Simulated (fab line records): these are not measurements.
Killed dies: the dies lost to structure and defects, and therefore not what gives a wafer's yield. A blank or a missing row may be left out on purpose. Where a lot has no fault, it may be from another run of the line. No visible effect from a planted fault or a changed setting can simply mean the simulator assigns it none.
A struck lot beside a sound one / flow berkeley cmos170 / 14 steps out of a route of 331
Sound: wafers L508.3, L508.4, L508.5. Struck: wafers L516.2, L516.4, L516.6. The cause is given at the end.
Order at every step that has rows: each side's tool, ch and its chambers, its first start. Under that, the readings that differ: sound wafers / struck wafers / difference of the means / sigmas: that difference in standard deviations of wafers without a fault.
alike: same words and numbers on both sides, and readings whose means sit less than 2 such deviations apart. not compared: any withheld reading, any reading some wafer has no value for, any bound like >300 that may hide the same value, and any number with overlapping values for which the record gives no deviation.
A row with sigmas, a row that says differs or no value, or rows on one side alone: a step with any of these is where the two part. When numbers do not overlap yet have no deviation, they are printed without sigmas and do not part them. A reading that every wafer of one side lacks parts them only if that side has two wafers or more.

first, 1 step without rows for these wafers: UCB170_FIELD_WET_ETCH_06 (etches SiO2 in BOE, time 22 s).
UCB170_FIELD_THK_MEAS_90:
  sound on film metro-04, day 4 22:25; struck on film metro-02, day 6 16:01
  alike: FIELD_OXIDE_LEFT_1_THK
then, 2 steps without rows for these wafers: UCB170_SACOX_CLEAN_00 (cleans in dHF, time 7.5 s); UCB170_SACOX_OXIDATION_01 (target thk 14.4 nm, ox time 2400 s).
UCB170_SACOX_THK_MEAS_02:
  sound on film metro-04, day 5 02:22; struck on film metro-03, day 6 20:46
  alike: SACOX_OXIDE_THK
then, 2 steps without rows for these wafers: UCB170_SCREENOX_WET_ETCH_00 (etches SiO2 in dHF, time 200 s); UCB170_SCREENOX_OXIDATION_01 (target thk 14.4 nm, ox time 2400 s).
UCB170_SCREENOX_THK_MEAS_02:
  sound on film metro-02, day 5 07:42; struck on film metro-03, day 7 01:19
  alike: SCREENOX_OXIDE_THK
then, 4 steps without rows for these wafers: UCB170_SCREENOX_ANNEAL_03 (time 900 s); UCB170_NVT_HMDS_00 (prime time 60 s); UCB170_NVT_COAT_01 (resist thk 900 nm); UCB170_NVT_SOFTBAKE_02 (time 60 s).
UCB170_NVT_EXPOSE_03: exposes mask PWELL, target cd 3000 nm.
  struck on krf scanner-02, day 7 06:02; sound on krf scanner-01 ch 0, day 5 10:33
  no value came back on the struck wafers for exposure dose mJ cm2, focus offset nm (nm); on the sound wafers exposure dose mJ cm2 reads 30.019 30.025 30.031
  alike: mask
following that, these wafers have no rows for 1 step: UCB170_NVT_PEB_04.

## WHERE THEY PART
Within this record, at UCB170_NVT_EXPOSE_03 only.

WHY: the cause the simulator had injected
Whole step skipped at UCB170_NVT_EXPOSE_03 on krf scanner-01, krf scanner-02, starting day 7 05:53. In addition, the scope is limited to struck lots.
